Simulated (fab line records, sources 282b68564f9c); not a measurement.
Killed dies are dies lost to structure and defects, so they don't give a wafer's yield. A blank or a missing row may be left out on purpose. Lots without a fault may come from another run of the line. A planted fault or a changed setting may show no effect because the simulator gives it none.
One fault seen from 2 desks | flow rit_cmos | each desk has only its own numbers; what lay behind them comes last

THE TOOL OWNER'S DESK: litho_track-03
The tool's own readings at RIT_CONTACT_COAT_03 (resist thk 1000 nm): means of the sampled wafers that have a number, for each lot that ran on this tool. A lot is out of limits, marked OUT, if its mean lies more than 4 standard deviations from the usual mean; the brackets give that distance.
Columns: A = chill_plate_temp_C at RIT_CONTACT_COAT_03, usual 23.00 C; B = spin_speed_rpm at RIT_CONTACT_COAT_03, usual 3250.4 rpm
lot  | first seen here | A     | B
L778 | day 3 05:10     | 23.12 | 3247.6
L779 | day 3 07:59     | 23.16 | 3248.6
L780 | day 3 13:36     | 22.94 | 3246.8
L784 | day 4 11:07     | 23.00 | 3252.7
L799 | day 7 12:10     | 23.08 | 3251.1
This desk's finding: nothing out of limits on any of the 5 lots.

THE METROLOGY DESK
What the gauges read, lot by lot, whatever tool the lot ran on: means of the sampled wafers that have a number. A lot is out of limits, marked OUT, if its mean lies more than 4 standard deviations from the usual mean; the brackets give that distance.
Columns: A = cd_nm at RIT_CONTACT_CD_MEAS_08, usual 999.5 nm
lot  | first seen here | A
L778 | day 3 06:09     | 997.9
L779 | day 3 08:55     | 1002.9
L780 | day 3 14:32     | 1149.7 (+56) OUT
L781 | day 3 20:28     | 1000.0
L784 | day 4 12:04     | 1151.5 (+56) OUT
L790 | day 5 16:58     | 1001.5
L793 | day 6 08:39     | 999.1
L794 | day 6 14:07     | 998.0
L796 | day 6 22:37     | 997.9
L797 | day 7 06:35     | 999.0
L798 | day 7 08:54     | 1002.6
L799 | day 7 12:59     | 999.9
L800 | day 7 18:37     | 995.8
L801 | day 7 22:20     | 997.0
This desk's finding: out of limits on L780, L784; first on L780, day 3 14:32 (cd_nm at RIT_CONTACT_CD_MEAS_08). In limits: L778, L779, L781, L790, L793, L794, L796, L797, L798, L799, L800, L801.

PUT TOGETHER
The metrology desk could have raised an alarm at day 3 14:32, on L780, L784.
The tool owner's desk saw nothing out of limits.
The tool owner's desk has L780, L784 on record, within its limits.
Of the lots named, all ran RIT_CONTACT_COAT_03 on litho_track-03.

WHAT THE SIMULATOR HAD PUT IN
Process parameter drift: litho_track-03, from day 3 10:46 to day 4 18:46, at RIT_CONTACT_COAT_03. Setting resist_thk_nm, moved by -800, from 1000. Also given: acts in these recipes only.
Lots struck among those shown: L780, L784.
Hours from the fault's start to each desk's first reading out of limits: the metrology desk, 4.
